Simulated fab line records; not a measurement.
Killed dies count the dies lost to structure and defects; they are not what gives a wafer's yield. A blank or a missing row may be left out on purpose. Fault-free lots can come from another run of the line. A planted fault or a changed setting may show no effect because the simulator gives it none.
fab line records    flow ritCmos
record lots=14  wafers=42  lastDay=7
route steps=202 shown PLDD@120 PSD@150 M1@202
lots that met no fault: from a run of the same line without faults
startH: the number of hours between the record's first day and the start of the first shown wafer of the lot    waitH: hours since the lot's step before    " the same as in the row above    L1.1+2: a row that stands for several wafers    - no value, or no start was given    * or withheld: withheld    < > ~ a bound
route shown NAME@n: NAME is a module with steps in the file, n the number in the route of the first one    usual: mean and standard deviation over wafers with no fault    same: alike in all rows    chamber/n: place in a boat    sites: the reading at each site    _std_site: the values' standard deviation    _edge_site: the outer-site mean with the inner-site mean subtracted    radiusMm: for every site, how far away it sits from the centre of the wafer    mask NAME#n: copy n    behind: the most recent tool/chamber to have shaped the wafer    hold: why the lot went on hold/how many hours it stayed there/how the hold came to an end    device: names the non-switching transistor (n, p or np)    end of line: tests of these same wafers at the route's end    where a step has no rows: the recipe by itself    killed: dies that structure and defects cost at the first sort, which is not the same as the wafer's yield    map: a wafer's dies, marking killed ones x, the rest . and places with no die _
set.NAME: the setting the step ran with; set.NAME@STEP: the setting that earlier step ran with    model.NAME: the simulator's own value behind a step, which no gauge read
steps of the route over a sample of lots; a table a step, a row a wafer
services: from which hour (startH, from the record's first day; less than 0 if before it) a tool's chamber was out of use, for how many hours, and why
## steps
# step RIT_PLDD_OVL_MEAS_06
# usual PLDD_OVL=-0.4/1.3
lot.wafer  tool        chamber  startH  waitH  PLDD_OVL[nm]
L714.4     overlay-02  -        44.89   -      -1.4
L714.5     "           -        "       "      -0.7
L714.6     "           -        "       "      -3.4
L715.2     overlay-02  -        48.21   -      -1.3
L715.3     "           -        "       "      0.7
L715.4     "           -        "       "      -1.6
L716.2     overlay-02  -        52.96   -      -1.5
L716.3     "           -        "       "      -1.8
L716.4     "           -        "       "      -1.6
L717.4     overlay-01  -        59.81   -      1.4
L717.5     "           -        "       "      1.4
L717.6     "           -        "       "      1.1
L719.2     overlay-02  -        69.57   -      -3.0
L719.4     "           -        "       "      -2.4
L719.5     "           -        "       "      -3.3
L720.1     overlay-02  -        74.21   -      -0.4
L720.3     "           -        "       "      0.2
L720.6     "           -        "       "      -0.3
L721.1     overlay-01  -        78.35   -      -1.0
L721.2     "           -        "       "      1.1
L721.4     "           -        "       "      0.6
L723.2     overlay-02  -        87.96   -      -1.3
L723.5     "           -        "       "      0.0
L723.6     "           -        "       "      1.0
L726.2     overlay-02  -        103.49  -      -3.0
L726.3     "           -        "       "      1.6
L726.6     "           -        "       "      0.2
L730.2     overlay-01  -        125.42  -      -1.9
L730.5     "           -        "       "      -0.3
L730.6     "           -        "       "      -1.1
L733.3     overlay-01  -        142.01  -      -1.3
L733.4     "           -        "       "      0.9
L733.5     "           -        "       "      0.3
L734.1     overlay-01  -        144.44  -      -0.4
L734.2     "           -        "       "      -1.1
L734.3     "           -        "       "      -0.9
L735.2     overlay-02  -        148.44  -      -0.1
L735.4     "           -        "       "      -1.5
L735.5     "           -        "       "      -1.3
L736.3     overlay-02  -        153.74  -      -2.7
L736.4     "           -        "       "      -0.7
L736.5     "           -        "       "      0.0
# step RIT_PSD_IMPLANT_08
# recipe species=BF2  energyKev=27  doseCm2=5e+15  tiltDeg=7
# usual tiltDeg=7.001/0.02
lot.wafer  tool          chamber  startH  waitH  tiltDeg
L714.4     implanter-01  0        51.10   0.1    7.030
L714.5     "             0        "       "      7.013
L714.6     "             0        "       "      6.988
L715.2     implanter-03  0        53.91   0.1    6.984
L715.3     "             0        "       "      6.994
L715.4     "             0        "       "      6.984
L716.2     implanter-02  0        59.53   0.1    7.002
L716.3     "             0        "       "      7.006
L716.4     "             0        "       "      6.985
L717.4     implanter-01  0        65.58   0.1    6.989
L717.5     "             0        "       "      7.036
L717.6     "             0        "       "      7.014
L719.2     implanter-01  0        76.07   0.1    7.020
L719.4     "             0        "       "      7.007
L719.5     "             0        "       "      7.015
L720.1     implanter-01  0        81.01   0.1    6.979
L720.3     "             0        "       "      7.011
L720.6     "             0        "       "      6.981
L721.1     implanter-03  0        86.43   0.1    3.013
L721.2     "             0        "       "      3.028
L721.4     "             0        "       "      3.016
L723.2     implanter-03  0        93.67   0.1    2.965
L723.5     "             0        "       "      2.968
L723.6     "             0        "       "      3.000
L726.2     implanter-01  0        110.06  0.1    6.991
L726.3     "             0        "       "      7.001
L726.6     "             0        "       "      6.987
L730.2     implanter-01  0        131.11  0.1    6.968
L730.5     "             0        "       "      7.003
L730.6     "             0        "       "      6.976
L733.3     implanter-01  0        147.70  0.1    7.017
L733.4     "             0        "       "      7.000
L733.5     "             0        "       "      7.001
L734.1     implanter-01  0        149.96  0.1    6.990
L734.2     "             0        "       "      6.995
L734.3     "             0        "       "      6.994
L735.2     implanter-03  0        154.11  0.1    6.985
L735.4     "             0        "       "      7.002
L735.5     "             0        "       "      6.973
L736.3     implanter-03  0        159.43  0.1    7.014
L736.4     "             0        "       "      7.005
L736.5     "             0        "       "      6.995
# step RIT_SDANNEAL_RS_MEAS_04
# recipe thkMeasGauge=four-point-probe
# usual PSD_RS=115.92/0.26
lot.wafer  tool          chamber  startH  waitH  hold                     PSD_RS[ohm/sq]
L714.4     filmMetro-01  -        51.90   0.1    -                        116.17
L714.5     "             -        "       "      -                        116.17
L714.6     "             -        "       "      -                        116.03
L715.2     filmMetro-01  -        54.71   0.1    -                        116.01
L715.3     "             -        "       "      -                        116.12
L715.4     "             -        "       "      -                        116.16
L716.2     filmMetro-02  -        60.34   0.1    -                        116.42
L716.3     "             -        "       "      -                        116.23
L716.4     "             -        "       "      -                        116.19
L717.4     filmMetro-03  -        66.40   0.1    -                        116.35
L717.5     "             -        "       "      -                        116.39
L717.6     "             -        "       "      -                        116.59
L719.2     filmMetro-02  -        76.91   0.1    -                        116.08
L719.4     "             -        "       "      -                        116.39
L719.5     "             -        "       "      -                        116.08
L720.1     filmMetro-01  -        81.84   0.0    -                        115.87
L720.3     "             -        "       "      -                        115.78
L720.6     "             -        "       "      -                        115.88
L721.1     filmMetro-01  -        87.24   0.0    awaitDispo/0.2h/release  120.61
L721.2     "             -        "       "      awaitDispo/0.2h/release  120.43
L721.4     "             -        "       "      awaitDispo/0.2h/release  120.66
L721.1     filmMetro-01  -        87.60   0.3    -                        120.27
L721.2     "             -        "       "      -                        120.42
L721.4     "             -        "       "      -                        120.61
L723.2     filmMetro-01  -        94.51   0.1    awaitDispo/0.2h/release  120.27
L723.5     "             -        "       "      awaitDispo/0.2h/release  120.92
L723.6     "             -        "       "      awaitDispo/0.2h/release  120.47
L723.2     filmMetro-01  -        94.87   0.3    -                        120.08
L723.5     "             -        "       "      -                        120.18
L723.6     "             -        "       "      -                        120.36
L726.2     filmMetro-01  -        110.86  0.1    -                        115.63
L726.3     "             -        "       "      -                        115.58
L726.6     "             -        "       "      -                        115.88
L730.2     filmMetro-03  -        131.91  0.1    -                        115.80
L730.5     "             -        "       "      -                        115.67
L730.6     "             -        "       "      -                        116.00
L733.3     filmMetro-03  -        148.50  0.1    -                        115.76
L733.4     "             -        "       "      -                        115.53
L733.5     "             -        "       "      -                        115.55
L734.1     filmMetro-02  -        150.79  0.0    -                        115.87
L734.2     "             -        "       "      -                        116.14
L734.3     "             -        "       "      -                        115.85
L735.2     filmMetro-01  -        154.91  0.1    -                        115.80
L735.4     "             -        "       "      -                        115.51
L735.5     "             -        "       "      -                        115.69
L736.3     filmMetro-03  -        160.23  0.1    -                        115.94
L736.4     "             -        "       "      -                        115.69
L736.5     "             -        "       "      -                        115.56
# step RIT_M1_PROBE_99
# usual killed_at_M0_to_M3=0.0/0.14  killedAtContacts=0.1/0.23  killedAtFrontEnd=7.3/2.9  killedDies=7.3/3  killedOpen=3.6/1.8  killedShort=3.7/2.1
# same grossDies=264  killed_at_M4_up=0  killedAtBackSide=0  killedAtOther=0
lot.wafer  tool       chamber  startH  waitH  killed_at_M0_to_M3  killedAtContacts  killedAtFrontEnd  killedDies  killedOpen  killedShort
L721.1     prober-01  -        99.94   0.1    0                   0                 2                 2           0           2
L721.2     prober-01  -        99.99   0.1    0                   0                 2                 2           1           1
L721.4     prober-01  -        100.09  0.2    0                   0                 11                11          1           10
L723.2     prober-01  -        106.00  0.1    0                   0                 5                 5           4           1
L723.5     prober-01  -        106.15  0.2    0                   0                 9                 9           3           6
L723.6     prober-01  -        106.20  0.2    0                   0                 5                 5           2           3
L733.3     prober-01  -        155.80  0.2    0                   0                 8                 8           2           6
L733.4     prober-01  -        155.85  0.2    1                   0                 7                 8           4           4
L733.5     prober-01  -        155.90  0.2    0                   0                 7                 7           4           3
L736.3     prober-02  -        168.73  0.2    0                   0                 9                 9           4           5
L736.4     prober-02  -        168.78  0.2    0                   0                 8                 8           5           3
L736.5     prober-02  -        168.83  0.2    0                   1                 8                 9           4           4
# killed by level:class
L721.1 REOX:geometricParticle:short=1 SPACER:geometricParticle:short=1
L721.2 GATE:geometricParticle:open=1 SPACER:geometricParticle:short=1
L721.4 GATE:geometricParticle:short=3 REOX:geometricParticle:short=3 SPACER:geometricParticle:short=2 SILICIDE:geometricParticle:short=2 GATE:geometricParticle:open=1
L723.2 GATE:geometricParticle:open=3 GATE:geometricParticle:short=1 REOX:geometricParticle:open=1
L723.5 GATE:geometricParticle:short=2 SPACER:geometricParticle:short=2 FOX1:geometricParticle:short=1 FOX2:geometricParticle:open=1 GATE:geometricParticle:open=1 SILICIDE:geometricParticle:open=1 SILICIDE:geometricParticle:short=1
L723.6 GATE:geometricParticle:short=2 FOX1:geometricParticle:short=1 FOX1:geometricParticle:open=1 REOX:geometricParticle:open=1
L733.3 SPACER:geometricParticle:short=4 FOX1:geometricParticle:short=1 FOX1:geometricParticle:open=1 GATE:geometricParticle:short=1 GATE:geometricParticle:open=1
L733.4 GATE:geometricParticle:open=2 SPACER:geometricParticle:short=2 FOX1:geometricParticle:open=1 FOX2:geometricParticle:short=1 REOX:geometricParticle:open=1 M1:geometricParticle:short=1
L733.5 GATE:geometricParticle:short=2 GATE:geometricParticle:open=2 FOX1:geometricParticle:short=1 REOX:geometricParticle:open=1 SPACER:geometricParticle:open=1
L736.3 GATE:geometricParticle:open=3 REOX:geometricParticle:short=2 FOX1:geometricParticle:short=1 FOX2:geometricParticle:short=1 GATE:geometricParticle:short=1 SPACER:geometricParticle:open=1
L736.4 GATE:geometricParticle:open=3 SPACER:geometricParticle:short=2 SPACER:geometricParticle:open=2 GATE:geometricParticle:short=1
L736.5 GATE:geometricParticle:short=2 FOX2:geometricParticle:short=1 FOX2:geometricParticle:open=1 GATE:geometricParticle:open=1 SPACER:geometricParticle:open=1 SILICIDE:geometricParticle:short=1 SILICIDE:geometricParticle:open=1 CONTACT:coatMicrobubblePrinted=1
## services
tool          chamber  startH  hours  kind
implanter-01  -        27.57   4.9    pm
implanter-03  -        34.26   3.4    repair
implanter-02  -        60.80   3.9    pm
implanter-01  -        77.97   2.8    repair
implanter-02  -        128.49  0.6    repair
implanter-02  -        143.28  3.6    repair
## key
firstSign step=RIT_PSD_IMPLANT_08  reading=tiltDeg  direction=down  sigmas=99+  usual=7.001  struck=2.998
effect step=RIT_SDANNEAL_RS_MEAS_04  reading=visit  direction=added
effect step=RIT_SDANNEAL_RS_MEAS_04  reading=PSD_RS  direction=up  sigmas=18  usual=115.92  struck=120.56
metAt RIT_PSD_IMPLANT_08
struckLots L721,L723
testerLeftOut L721,L723
notActingAt RIT_PLDD_OVL_MEAS_06
onsetBetween 53.91 86.43
fault kind=processParameterDrift  tool=implanter-03  chamber=-  onsetH=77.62  steps=RIT_PSD_IMPLANT_08  channel=tiltDeg  offset=-4.0187  shape=step  endH=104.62  actsIn=theseRecipesOnly  stated=7
# testerLeftOut: of these lots the tester's yield and bins aren't shown, on N5 and GAA mostly nor the transistor test; their killed dies are dies lost to structure and defects alone, not to doping, threshold or leakage, so they don't give the yield
